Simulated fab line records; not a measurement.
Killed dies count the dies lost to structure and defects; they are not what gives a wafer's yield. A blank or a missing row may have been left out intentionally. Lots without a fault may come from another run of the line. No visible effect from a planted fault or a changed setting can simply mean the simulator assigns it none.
Which tool did it?    flow berkeley_cmos170    7 lots with 21 wafers sampled at 2 steps, on a route of 331 steps

WHAT THE GAUGES READ, wafer by wafer
UCB170_SDANNEAL_RS_MEAS_04: a four-point-probe measurement.
lot   measured      on             PLDD_RS (ohm/sq)
L533  day 8 19:33   film_metro-02  1026.7 1030.8 1031.3
L535  day 8 18:48   film_metro-04  1031.0 1032.3 1032.5
L541  day 10 03:31  film_metro-03  1033.4 1035.3 1032.3
L543  day 10 04:30  film_metro-02  1033.0 1036.0 1033.5
L548  day 11 18:10  film_metro-04  1032.6 1034.4 1034.3
L552  day 12 15:07  film_metro-04  1109.8 1107.4 1108.5 1105.7 1106.3 1108.9
L554  day 13 08:10  film_metro-02  1033.4 1031.3 1033.5

WHICH TOOL RAN EACH LOT (tool, then ch and the chambers of the sampled wafers, then the start)
lot   UCB170_SPACER_ANNEAL_02
L533  furnace-04 ch 0, day 8 10:34
L535  furnace-04 ch 0, day 8 10:34
L541  furnace-04 ch 0, day 9 20:29
L543  furnace-04 ch 0, day 9 20:29
L548  furnace-02 ch 0, day 11 10:58
L552  furnace-02 ch 0, day 12 07:40
L554  furnace-01 ch 0, day 12 23:37
- UCB170_SPACER_ANNEAL_02: time 1800 s.

THE ANSWER, worked out from the rows above alone
Rule: the lots themselves supply what counts as usual. The widest of any qualifying gaps counts: lots, ordered by their means at a reading, are off when they make up no more than a third of the lots, leave a main group of 4 or more, and stand apart from it by 3 or more times the standard deviation of that group's means. A main group whose means are all the same, to the digits that the tables above print for the reading, isn't used. A lot without any number at a reading at which 4 lots or more have one is off too. Any other lot the step has rows for is counted as sound.
Off: L552, seen at UCB170_SDANNEAL_RS_MEAS_04 (PLDD_RS). The main group: mean 1032.6 ohm/sq, standard deviation 1.5.
A tool fits if, at a process step before that reading, it ran every lot that is off, and no sound lot after the first of them. The gauges at UCB170_SDANNEAL_RS_MEAS_04 are tried like those tools. 2 tools fit, furnace-02 at UCB170_SPACER_ANNEAL_02 and film_metro-04 at UCB170_SDANNEAL_RS_MEAS_04, so this cannot tell which one it is.

WHAT THE SIMULATOR HAD INSERTED
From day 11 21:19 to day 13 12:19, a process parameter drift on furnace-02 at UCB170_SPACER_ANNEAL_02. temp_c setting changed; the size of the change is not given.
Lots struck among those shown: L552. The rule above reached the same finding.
